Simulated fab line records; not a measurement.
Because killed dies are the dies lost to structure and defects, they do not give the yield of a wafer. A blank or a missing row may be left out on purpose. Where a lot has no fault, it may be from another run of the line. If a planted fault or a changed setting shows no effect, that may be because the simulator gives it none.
What tool caused it? | flow ritCmos | 42 wafers from 14 lots sampled at 3 of the route's 202 steps

== WHAT EACH GAUGE READ, for each wafer ==
RIT_FOX2_THK_MEAS_90. Usual: for FIELD_OXIDE_LEFT_1_THK the level is 323 nm and the standard deviation is 4.9.
lot  | measured    | on           | FIELD_OXIDE_LEFT_1_THK (nm) | flag
L646 | day 1 20:10 | filmMetro-03 | 312 315 315                 | 
L648 | day 2 07:25 | filmMetro-03 | 324 326 320                 | 
L649 | day 2 10:40 | filmMetro-01 | 313 312 319                 | 
L650 | day 2 17:03 | filmMetro-02 | 331 326 328                 | 
L651 | day 2 21:44 | filmMetro-01 | 318 322 327                 | 
L654 | day 3 11:14 | filmMetro-01 | 327 329 330                 | 
L656 | day 3 23:10 | filmMetro-03 | 319 325 318                 | 
L660 | day 4 18:28 | filmMetro-01 | 321 320 320                 | 
L661 | day 4 23:18 | filmMetro-03 | 327 325 325                 | 
L662 | day 5 05:15 | filmMetro-03 | 322 326 323                 | 
L664 | day 5 16:18 | filmMetro-03 | 318 324 326                 | 
L665 | day 5 20:31 | filmMetro-03 | 321 327 326                 | 
L666 | day 5 23:52 | filmMetro-01 | 333 328 329                 | 
L668 | day 6 12:32 | filmMetro-01 | 324 319 324                 | 

RIT_NSD_OVL_MEAS_06. Usual: for NSD_OVL the level is -1.3 nm and the standard deviation is 1.5.
lot  | measured    | on         | NSD_OVL (nm)   | flag
L646 | day 3 01:00 | overlay-02 | -2.0 -2.3 0.0  | 
L648 | day 3 11:12 | overlay-01 | -2.9 -1.4 -1.8 | 
L649 | day 3 13:51 | overlay-01 | -2.9 -0.6 0.1  | 
L650 | day 3 21:56 | overlay-02 | -0.6 -2.8 -1.8 | 
L651 | day 4 02:10 | overlay-02 | -2.6 -2.0 -1.9 | 
L654 | day 4 17:16 | overlay-01 | -1.2 -0.8 -1.9 | 
L656 | day 5 05:59 | overlay-02 | -0.8 -1.3 0.3  | 
L660 | day 6 00:23 | overlay-01 | -0.6 1.7 -1.5  | 
L661 | day 6 06:18 | overlay-02 | 0.9 -0.3 -0.6  | 
L662 | day 6 08:41 | overlay-01 | -0.3 1.1 -1.0  | 
L664 | day 6 22:38 | overlay-01 | -4.0 -5.1 -3.9 | 
L665 | day 7 01:40 | overlay-02 | -3.9 -2.9 -3.5 | 
L666 | day 7 06:47 | overlay-01 | -1.9 -0.6 -2.0 | 
L668 | day 7 18:15 | overlay-02 | -0.2 1.4 -0.7  | 

== WHICH TOOL RAN EACH LOT (tool, then ch and the chambers of the sampled wafers, then the start) ==
lot  | RIT_PRETRO_COAT_01
L646 | lithoTrack-03 ch 0, day 2 07:17
L648 | lithoTrack-02 ch 0, day 2 17:49
L649 | lithoTrack-02 ch 0, day 2 21:25
L650 | lithoTrack-01 ch 0, day 3 04:05
L651 | lithoTrack-02 ch 0, day 3 08:03
L654 | lithoTrack-03 ch 0, day 3 21:53
L656 | lithoTrack-01 ch 0, day 4 10:03
L660 | lithoTrack-01 ch 0, day 5 05:13
L661 | lithoTrack-01 ch 0, day 5 09:58
L662 | lithoTrack-02 ch 0, day 5 15:58
L664 | lithoTrack-01 ch 0, day 6 02:38
L665 | lithoTrack-03 ch 0, day 6 07:05
L666 | lithoTrack-03 ch 0, day 6 10:37
L668 | lithoTrack-03 ch 0, day 6 23:49
- RIT_PRETRO_COAT_01: resist thk 1300 nm.

== AS READ BY THE TOOLS THEMSELVES (means over the sampled wafers that have a number; for cases with no such wafer, the mark the record gives instead) ==
RIT_PRETRO_COAT_01. Usual: chillPlateTempC 23.01 C, standard deviation 0.11; spinSpeedRpm 2000.0 rpm, standard deviation 1.6.
lot  | tool          | chillPlateTempC (C) | spinSpeedRpm (rpm) | flag
L646 | lithoTrack-03 | 23.03               | 1998.2             | 
L648 | lithoTrack-02 | 22.87               | 1998.9             | 
L649 | lithoTrack-02 | 22.94               | 2000.4             | 
L650 | lithoTrack-01 | 23.06               | 1998.6             | 
L651 | lithoTrack-02 | 23.20               | 2000.0             | 
L654 | lithoTrack-03 | 23.18               | 1999.5             | 
L656 | lithoTrack-01 | 23.01               | 1998.3             | 
L660 | lithoTrack-01 | 22.94               | 2001.7             | 
L661 | lithoTrack-01 | 23.01               | 1818.1             | OFF
L662 | lithoTrack-02 | 23.11               | 2000.8             | 
L664 | lithoTrack-01 | 22.94               | 1819.5             | OFF
L665 | lithoTrack-03 | 22.84               | 2000.3             | 
L666 | lithoTrack-03 | 22.96               | 2001.1             | 
L668 | lithoTrack-03 | 22.89               | 2000.4             | 

== THE ANSWER, worked out from the rows above alone ==
Rule: a lot counts as off when the mean over its wafers that have a number is more than 3 standard deviations away from the usual mean. A lot without any number at a reading at which 4 lots or more have one is off too. Any other lot the step has rows for is counted as sound. The gauges are gone through in route order, then the tools' own readings, and for those a lot's mean is taken as printed above. At the first step where some lot is off, the reading lying furthest off is the one used; lots without a number count as furthest.
Off: L661, L664 (RIT_PRETRO_COAT_01, spinSpeedRpm).
A tool fits if, at that step or a process step before it, it ran every lot that is off, and no sound lot after the first of them. One fits: RIT_PRETRO_COAT_01 on lithoTrack-01. A fault onset in the window from L660 (day 5 05:13, its last sound lot) to L661 (day 5 09:58, its first lot off) fits.
On the lots that are off, the tool's own readings at RIT_PRETRO_COAT_01 differ by more than 5 times the standard deviation of the sound lots' means, which bears it out; spinSpeedRpm reads 1818.8 rpm there versus 1999.8 rpm on the sound lots.

== WHAT HAD BEEN PUT IN BY THE SIMULATOR ==
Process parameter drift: lithoTrack-01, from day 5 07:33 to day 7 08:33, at RIT_PRETRO_COAT_01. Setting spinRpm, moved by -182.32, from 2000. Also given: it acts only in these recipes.
Lots struck among those shown: L661, L664. Same finding as the rule above.
